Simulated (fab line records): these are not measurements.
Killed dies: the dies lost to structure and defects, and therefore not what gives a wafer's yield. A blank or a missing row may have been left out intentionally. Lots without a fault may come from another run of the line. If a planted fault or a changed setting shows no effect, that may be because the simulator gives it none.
Matching of chambers || flow berkeley-cmos170 || cmp-02 running UCB170_V2_CMP_02: 4 sister chambers
The step polishes SiO2. 8 wafers are shown with their chamber, then 7 later ones without.

== WAFERS PAIRED WITH THEIR CHAMBERS ==
{"wafer": "L453.1", "chamber": 3, "motor-current-A (A)": 18.5, "edge-zone-pressure-frac": 0.991}
{"wafer": "L454.5", "chamber": 1, "motor-current-A (A)": 14.9, "edge-zone-pressure-frac": 0.993}
{"wafer": "L454.6", "chamber": 0, "motor-current-A (A)": 17.5, "edge-zone-pressure-frac": 0.987}
{"wafer": "L455.3", "chamber": 2, "motor-current-A (A)": 20.0, "edge-zone-pressure-frac": 1.012}
{"wafer": "L455.5", "chamber": 3, "motor-current-A (A)": 19.2, "edge-zone-pressure-frac": 0.995}
{"wafer": "L455.6", "chamber": 2, "motor-current-A (A)": 17.9, "edge-zone-pressure-frac": 1.005}
{"wafer": "L467.1", "chamber": 1, "motor-current-A (A)": 15.9, "edge-zone-pressure-frac": 0.999}
{"wafer": "L467.2", "chamber": 0, "motor-current-A (A)": 17.0, "edge-zone-pressure-frac": 1.004}

== WAFERS WHOSE CHAMBER IS MISSING ==
{"wafer": "L467.4", "motor-current-A (A)": 19.1, "edge-zone-pressure-frac": 1.001}
{"wafer": "L466.1", "motor-current-A (A)": 19.5, "edge-zone-pressure-frac": 0.995}
{"wafer": "L466.5", "motor-current-A (A)": 14.9, "edge-zone-pressure-frac": 1.004}
{"wafer": "L466.6", "motor-current-A (A)": 18.8, "edge-zone-pressure-frac": 1.004}
{"wafer": "L471.2", "motor-current-A (A)": 19.0, "edge-zone-pressure-frac": 1.001}
{"wafer": "L471.3", "motor-current-A (A)": 18.7, "edge-zone-pressure-frac": 1.003}
{"wafer": "L471.4", "motor-current-A (A)": 14.2, "edge-zone-pressure-frac": 1.006}

== EACH ONE'S CHAMBER ==
{"wafer": "L467.4", "from the rows above": "can't be placed: 2 or 3 or 0", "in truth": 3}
{"wafer": "L466.1", "from the rows above": "can't be placed: 3 or 2 or 0", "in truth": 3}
{"wafer": "L466.5", "from the rows above": "can't be placed: 1 or 0", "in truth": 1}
{"wafer": "L466.6", "from the rows above": "can't be placed: 2 or 3 or 0", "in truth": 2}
{"wafer": "L471.2", "from the rows above": "can't be placed: 2 or 3 or 0", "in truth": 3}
{"wafer": "L471.3", "from the rows above": "can't be placed: 2 or 3 or 0", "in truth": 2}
{"wafer": "L471.4", "from the rows above": "can't be placed: 1 or 0", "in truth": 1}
Correctly placed: 0 of 7. These rows do not allow placing 7 (true chamber among the candidates in 7). 0 placed wrongly.
How it was worked out, from the rows above alone: a wafer's distance from a chamber is the root of the sum, over the readings, of the square of ((its reading less the chamber's mean) divided by the reading's scatter). If the next closest chamber is less than 2 further off than the closest, the wafer can't be placed; otherwise it belongs to the closest. The mean given for a chamber averages the wafers shown for that chamber. How the scatter is found: for the shown wafers, subtract from each reading the mean of its chamber, square and add these, divide the total by (wafers less chambers), then take the root.
